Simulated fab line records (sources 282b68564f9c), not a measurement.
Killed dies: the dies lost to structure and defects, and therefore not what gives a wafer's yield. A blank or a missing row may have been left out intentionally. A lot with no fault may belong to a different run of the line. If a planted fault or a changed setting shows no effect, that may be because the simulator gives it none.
Code-filled problem report in 8D (eight disciplines) form -- flow rit-cmos -- the parts of the form that need people (team, actions taken, sign-off) are left out

1. WHAT WENT WRONG
A mean of 476.6 s is read at RIT_CONTACT_ETCH_11 for run-length-s, taken on 1 wafer of 1 lot, against 348.1 s (standard deviation 0.44) on wafers free of any fault. So: +99 or more standard deviations from the usual mean.
The step: etches SiO2 in CHF3/CF4/Ar, stops on TiSi2, target depth 480 nm, time 320 s.
First observed at day 6 00:35: wafer L476.1, on rie-diel-03. Wafers with a number at this step in the record: 39, from 13 lots. By rule, "out" or "out of limits" means more than 4 standard deviations away from the usual mean. Any other wafer with a number is counted as sound.

2. WHAT IT IS; WHAT IT IS NOT
question,is,is not
which readings at this step,run-length-s,"CHF3_flow_sccm, drypump-motor-current-A, oes-product-au"
which lots,L476,"L465, L466, L467, L468, L469, L470, L472, L481, L482, L483, L485, L487"
which wafers of those lots,L476.1,"L476.2, L476.5"
read on which tools,rie-diel-03,"rie-diel-02, rie-diel-04"
when,from day 6 00:35,"up to then (23 sound wafers); but 15 sound wafers of L481, L482, L483, L485, L487 came after"

3. THE SUSPECTS, EACH WITH WHAT RULES IT OUT
Counting: any tool at a process step up to the reading remains a suspect provided it ran every lot that is out. Sound lots after the first of them don't rule it out here, since some wafers of a struck lot are sound.
- plasma-asher-01 at RIT_ACTIVE_STRIP_14 (strips in O2, time 180 s): kept. L476, the lot that is out, went through it at day 4 04:44; up to then, the latest sound lot through it was L468 at day 2 12:25.
- plasma-asher-04 at RIT_NRETRO_STRIP_09 (strips in O2, time 180 s): kept. L476, the lot that is out, went through it at day 4 22:59; up to then, the latest sound lot through it was L468 at day 3 03:00.
- rie-diel-03 at RIT_CONTACT_ETCH_11 (etches SiO2 in CHF3/CF4/Ar, stops on TiSi2, target depth 480 nm, time 320 s): kept. L476, the lot that is out, went through it at day 6 00:35; up to then, the latest sound lot through it was L469 at day 4 06:39. Its own readings are out on those wafers: run-length-s.
- Within plasma-asher-04 at RIT_NRETRO_STRIP_09: the wafers that are out ran in chamber 0; their sound lot-mates ran in chamber 1.
- Within rie-diel-03 at RIT_CONTACT_ETCH_11: the wafers that are out ran in chamber 2; their sound lot-mates ran in chamber 3.
After the count, these remain: plasma-asher-01 at RIT_ACTIVE_STRIP_14, plasma-asher-04 at RIT_NRETRO_STRIP_09 and rie-diel-03 at RIT_CONTACT_ETCH_11.

4. THE CAUSE (what the simulator had put in)
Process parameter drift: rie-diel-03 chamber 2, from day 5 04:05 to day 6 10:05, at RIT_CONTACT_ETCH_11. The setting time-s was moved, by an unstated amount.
After counting, 3 suspects remain, this tool included.

5. THE CHAIN OF EFFECTS, in route order
Rows list readings where the struck wafers' mean (over those with a number) sits beyond 3 standard deviations from the usual. Only readings whose record carries a usual standard deviation are examined. hours: median over the lots of the time between each lot's start at the first step of this table that gives one and its start at this step. sigmas: the change, counted in usual standard deviations.
hours,step,reading,usual,on struck wafers,change,sigmas
0,RIT_CONTACT_ETCH_11,run-length-s,348.1 s,476.6,+128.5,+99 or more
Here are the process steps it includes:
- RIT_CONTACT_ETCH_11: etches SiO2 in CHF3/CF4/Ar, stops on TiSi2, target depth 480 nm, time 320 s.

6. WHAT WOULD HAVE CAUGHT IT SOONER
In this record the first reading out of limits was taken at day 6 00:35, 21 hours after the fault began at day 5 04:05.
